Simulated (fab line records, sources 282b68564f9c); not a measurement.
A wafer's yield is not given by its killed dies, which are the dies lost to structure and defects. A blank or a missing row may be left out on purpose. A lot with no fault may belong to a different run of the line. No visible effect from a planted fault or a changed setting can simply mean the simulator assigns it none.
A lot that was struck, set against a sound lot || flow ritCmos || 28 out of 202 route steps
Sound: the wafers L475.1, L475.3, L475.4. The struck wafers were L477.1, L477.2, L477.4. The cause is given at the end.
At each step with rows: each side's tool, then ch and its chambers, then its first start. Under that, the readings that differ: sound wafers || struck wafers || difference of the means || sigmas: that difference in standard deviations of wafers without a fault.
alike: same words and numbers on both sides, and readings whose means sit less than 2 such deviations apart. not compared: any withheld reading, any reading some wafer has no value for, any bound like >300 that may hide the same value, and any number with overlapping values for which the record gives no deviation.
The two part at a step that has a row with sigmas, a row that says differs or no value, or rows on one side only. When numbers do not overlap yet have no deviation, they are printed without sigmas and do not part them. Lack of a reading on every wafer of one side parts them only where that side has two or more wafers.

RIT_ACTIVE_BOW_MEAS_00:
  sound: filmMetro-04 at day 3 02:00; struck: filmMetro-02 at day 3 12:00
  alike: INCOMING_BOW
RIT_ACTIVE_OXIDATION_01: target thk 46.8 nm, ox time 3317 s.
  sound on furnace-04 ch 0, day 3 03:45; struck on furnace-01 ch 0, day 3 12:20
{"reading": "spikeTcCentreC (C)", "sound": "1004.1 1003.9 1003.3", "struck": "1015.8 1016.8 1016.1", "difference": "+12.5", "sigmas": "+10"}
{"reading": "spikeTcLoadC (C)", "sound": "1024.3 1025.2 1025.6", "struck": "1039.0 1040.5 1041.5", "difference": "+15.3", "sigmas": "+14"}
{"reading": "spikeTcSourceC (C)", "sound": "1020.8 1020.5 1021.0", "struck": "1038.8 1040.4 1039.3", "difference": "+18.7", "sigmas": "+9"}
{"reading": "tubeCenterTempC (C)", "sound": "999.97 1000.1 1000.1", "struck": "1015.3 1015.1 1015", "difference": "+15.1", "sigmas": "+99 or more"}
{"reading": "tube_center_temp_C_max", "sound": "1002.9 1002.4 1002.9", "struck": "1017.6 1017.9 1017.3", "difference": "+14.9", "sigmas": "+35"}
{"reading": "zonePowerCentrePct (%)", "sound": "56 54 55", "struck": "45 44 44", "difference": -11, "sigmas": -2}
{"reading": "model.SiO2_of_ACTIVE_OXIDATION_01.thkNm (nm)", "sound": "45.01 45.14 45.06", "struck": "53.25 53.13 52.55", "difference": "+7.91", "sigmas": ""}
RIT_ACTIVE_THK_MEAS_02:
  sound: filmMetro-02 at day 3 05:41; struck: filmMetro-02 at day 3 14:16
{"reading": "ACTIVE_OXIDE_THK (nm)", "sound": "45.1 45.1 45.0", "struck": "53.2 53.1 52.5", "difference": "+7.9", "sigmas": "+10"}
then, 1 step without rows for these wafers: RIT_ACTIVE_CVD_03 (deposits Si3N4 from SiH2Cl2/NH3, target thk 150 nm, time 1500 s).
RIT_ACTIVE_THK_MEAS_04:
  sound: filmMetro-02 at day 3 07:10; struck: filmMetro-04 at day 3 15:44
{"reading": "ACTIVE_NITRIDE_THK (nm)", "sound": "147.3 148.2 148.6", "struck": "150.6 151.6 151.8", "difference": "+3.3", "sigmas": "+2"}
then, 6 steps without rows for these wafers: RIT_ACTIVE_HMDS_05 (prime time 60 s); RIT_ACTIVE_COAT_06 (resist thk 1000 nm); RIT_ACTIVE_SOFTBAKE_07 (time 60 s); RIT_ACTIVE_EXPOSE_08 (exposes mask M1, target cd 1400 nm); RIT_ACTIVE_PEB_09; RIT_ACTIVE_DEVELOP_10 (develop time 50 s).
RIT_ACTIVE_CD_MEAS_11: the cd target is 1400 nm.
  sound: cdSem-01 at day 3 08:24; struck: cdSem-02 at day 3 16:39
  alike: cdNm
then, 1 step without rows for these wafers: RIT_ACTIVE_HARDBAKE_12 (time 60 s).
RIT_ACTIVE_ETCH_13: etches Si3N4 in SF6, stops on SiO2, time 210 s, target depth 210 nm.
  sound on rieDiel-02 ch 1,2,3, day 3 08:40; struck on rieDiel-03 ch 0,1,2, day 3 16:55
{"reading": "oesProductAu (a.u.)", "sound": "0.798 0.791 0.814", "struck": "0.840 0.852 0.830", "difference": "+0.040", "sigmas": "+2"}
  alike: drypumpMotorCurrentA, throttleValvePct
  not compared: rfHoursCounterH
RIT_ACTIVE_STRIP_14: strips in O2, time 180 s.
  sound on plasmaAsher-02 ch 0,1, day 3 08:49; struck on plasmaAsher-02 ch 0,1, day 3 17:03
  alike: drypumpMotorCurrentA
  not compared: rfHoursCounterH
RIT_ACTIVE_CD_MEAS_90: the cd target is 1400 nm.
  sound: cdSem-01 at day 3 09:02; struck: cdSem-02 at day 3 17:14
  alike: cdNm
then, 4 steps without rows for these wafers: RIT_ACTIVE_CLEAN_15 (cleans in SC1, time 600 s); RIT_ACTIVE_CLEAN_16 (cleans in dHF, time 30 s); RIT_ACTIVE_CLEAN_17 (cleans in SC2, time 600 s); RIT_FOX1_OXIDATION_00 (target thk 350.7 nm, ox time 1130 s).
RIT_FOX1_THK_MEAS_01:
  sound: filmMetro-02 at day 3 10:50; struck: filmMetro-03 at day 3 20:47
  alike: FOX1_OXIDE_THK
then, 2 steps without rows for these wafers: RIT_FOX1_WET_ETCH_02 (etches SiO2 in BOE, target depth 350 nm, time 390 s); RIT_FOX2_OXIDATION_00 (target thk 350.7 nm, ox time 1082 s).
RIT_FOX2_THK_MEAS_01:
  sound: filmMetro-04 at day 3 12:20; struck: filmMetro-02 at day 3 23:58
  alike: FOX2_OXIDE_THK
then, 1 step without rows for these wafers: RIT_FOX2_CLEAN_02 (cleans in dHF, time 180 s).
RIT_FOX2_WET_ETCH_03: etches Si3N4 in H3PO4, target depth 195 nm, time 2700 s.
  sound on wetBench-03 ch 1, day 3 12:27; struck on wetBench-03 ch 0, day 4 00:05
{"reading": "model.SiO2_of_ACTIVE_OXIDATION_01.thkNm (nm)", "sound": "39.93 39.82 39.5", "struck": "47.07 47.04 44.13", "difference": "+6.33", "sigmas": ""}
RIT_FOX2_THK_MEAS_90:
  sound: filmMetro-02 at day 3 13:13; struck: filmMetro-03 at day 4 00:51
  alike: FIELD_OXIDE_LEFT_1_THK
RIT_M1_PROBE_99:
  sound: prober-01 at day 5 04:11; struck: prober-01 at day 5 15:27
{"reading": "model.etest.pldd.widthNm (nm)", "sound": "3211 3213 3207", "struck": "3142 3125 3125", "difference": -80, "sigmas": ""}
{"reading": "model.etest.nldd.widthNm (nm)", "sound": "3204 3193 3195", "struck": "3139 3140 3123", "difference": -63, "sigmas": ""}
{"reading": "model.etest.pplusSal.widthNm (nm)", "sound": "3484 3459 3463", "struck": "3432 3442 3402", "difference": -43, "sigmas": ""}
{"reading": "model.etest.nplusSal.widthNm (nm)", "sound": "3469 3479 3474", "struck": "3428 3419 3386", "difference": -63, "sigmas": ""}
{"reading": "model.etest.nmosNarrow.driveUaUm", "sound": "234.7 231.1 233.6", "struck": "216.2 215.3 212.8", "difference": -18.4, "sigmas": ""}
{"reading": "model.etest.pmosNarrow.driveUaUm", "sound": "106.3 103.5 104.1", "struck": "97.36 95.66 96.66", "difference": -8.07, "sigmas": ""}
  alike: killed_at_M0_to_M3, killedAtFrontEnd, killedDies, killedOpen, killedShort

== WHERE THEY PART ==
First at RIT_ACTIVE_OXIDATION_01; last, within this record, at RIT_ACTIVE_ETCH_13. Later steps at which nothing parts them and some readings are alike: RIT_ACTIVE_STRIP_14, RIT_ACTIVE_CD_MEAS_90, RIT_FOX1_THK_MEAS_01, RIT_FOX2_THK_MEAS_01, RIT_FOX2_THK_MEAS_90, RIT_M1_PROBE_99.

WHY: what the simulator had put in
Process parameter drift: furnace-01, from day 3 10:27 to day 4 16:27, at RIT_ACTIVE_OXIDATION_01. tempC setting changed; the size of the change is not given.
